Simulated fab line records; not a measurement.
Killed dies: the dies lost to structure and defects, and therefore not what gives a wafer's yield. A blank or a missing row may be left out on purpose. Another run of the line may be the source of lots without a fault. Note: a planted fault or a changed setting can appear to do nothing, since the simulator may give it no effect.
Which tool was responsible?    flow berkeley-cmos170    7 lots, 21 wafers sampled, at 2 steps of a route of 331

WHAT THE GAUGES READ, wafer by wafer
UCB170_ACTIVE_CD_MEAS_13: target cd 1200 nm.
lot   measured     on         cd-nm (nm)
L779  day 4 16:10  cd-sem-02  1200.7 1200.9 1202.0
L781  day 5 00:00  cd-sem-01  1199.7 1198.9 1199.3
L784  day 5 23:58  cd-sem-02  1198.2 1198.9 1199.4
L786  day 6 08:50  cd-sem-01  1200.8 1200.8 1200.5
L790  day 7 09:53  cd-sem-02  1198.8 1200.7 1200.8
L792  day 7 19:05  cd-sem-01  1199.7 1198.6 1200.6
L800  day 8 19:28  cd-sem-01  1199.6 1198.6 1199.1

EACH LOT AND THE TOOL THAT RAN IT (in order: tool; ch and the chambers of the sampled wafers; start)
lot   UCB170_ACTIVE_EXPOSE_10
L779  krf-scanner-02 ch 0, day 4 15:46
L781  krf-scanner-01 ch 0, day 4 23:37
L784  krf-scanner-02 ch 0, day 5 23:35
L786  krf-scanner-01 ch 0, day 6 07:57
L790  krf-scanner-02 ch 0, day 7 09:01
L792  krf-scanner-02 ch 0, day 7 18:42
L800  krf-scanner-02 ch 0, day 8 18:29
- UCB170_ACTIVE_EXPOSE_10: exposes mask ACTIVE, target cd 1200 nm.

THE ANSWER, worked out from the rows above alone
Rule: the lots themselves supply what counts as usual. The widest of any qualifying gaps counts: lots, ordered by their means at a reading, are off when they make up no more than a third of the lots, leave a main group of 4 or more, and stand apart from it by 3 or more times the standard deviation of that group's means. A main group whose means are all the same, to the digits that the tables above print for the reading, isn't used. A lot without any number at a reading at which 4 lots or more have one is off too. The other lots that the step has rows for count as sound.
Nothing can be told from this: no lot is off at any reading shown.

WHAT THE SIMULATOR HAD INSERTED
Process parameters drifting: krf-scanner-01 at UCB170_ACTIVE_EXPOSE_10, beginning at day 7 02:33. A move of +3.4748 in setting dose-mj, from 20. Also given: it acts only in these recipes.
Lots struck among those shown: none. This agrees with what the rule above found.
